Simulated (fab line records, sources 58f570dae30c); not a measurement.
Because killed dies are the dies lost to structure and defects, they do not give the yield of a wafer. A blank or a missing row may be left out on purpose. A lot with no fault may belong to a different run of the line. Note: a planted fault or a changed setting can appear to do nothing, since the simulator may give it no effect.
Which tool is to blame? -- flow berkeley_cmos170 -- 7 lots, 21 wafers sampled, at 2 steps of a route of 331

WHAT THE GAUGES SHOWED, per wafer
UCB170_M1_THK_MEAS_02: measures by xrf.
lot,measured,on,M1_AL_THK (nm)
L529,day 7 18:55,film_metro-02,593 592 589
L532,day 8 19:14,film_metro-03,593 592 596
L533,day 8 19:44,film_metro-02,584 602 589
L537,day 9 15:41,film_metro-04,593 611 589
L544,day 11 00:17,film_metro-04,592 602 595
L543,day 11 02:25,film_metro-04,606 588 605
L546,day 11 04:18,film_metro-04,598 609 596

EACH LOT AND THE TOOL THAT RAN IT (in order: tool; ch and the chambers of the sampled wafers; start)
lot,UCB170_CONTACT_RTA_08
L529,"rtp_anneal-02 ch 0, day 7 16:59"
L532,"rtp_anneal-01 ch 0, day 8 16:58"
L533,"rtp_anneal-01 ch 0, day 8 17:02"
L537,"rtp_anneal-02 ch 0, day 9 12:15"
L544,"rtp_anneal-02 ch 0, day 10 22:29"
L543,"rtp_anneal-02 ch 0, day 11 00:16"
L546,"rtp_anneal-02 ch 0, day 11 02:29"
- UCB170_CONTACT_RTA_08: time 10 s.

THE ANSWER, worked out from the rows above alone
Rule: what is usual is taken from the lots themselves. The widest of any qualifying gaps counts: lots, ordered by their means at a reading, are off when they make up no more than a third of the lots, leave a main group of 4 or more, and stand apart from it by 3 or more times the standard deviation of that group's means. If all means in a main group match to the digits the tables above print for the reading, that group is not used. Also off: a lot with no number at a reading for which 4 or more lots have one. Where the step has rows for the other lots, those lots are counted as sound.
Across all readings shown, no lot is off: no conclusion can be drawn from this.

WHAT THE SIMULATOR HAD PUT IN
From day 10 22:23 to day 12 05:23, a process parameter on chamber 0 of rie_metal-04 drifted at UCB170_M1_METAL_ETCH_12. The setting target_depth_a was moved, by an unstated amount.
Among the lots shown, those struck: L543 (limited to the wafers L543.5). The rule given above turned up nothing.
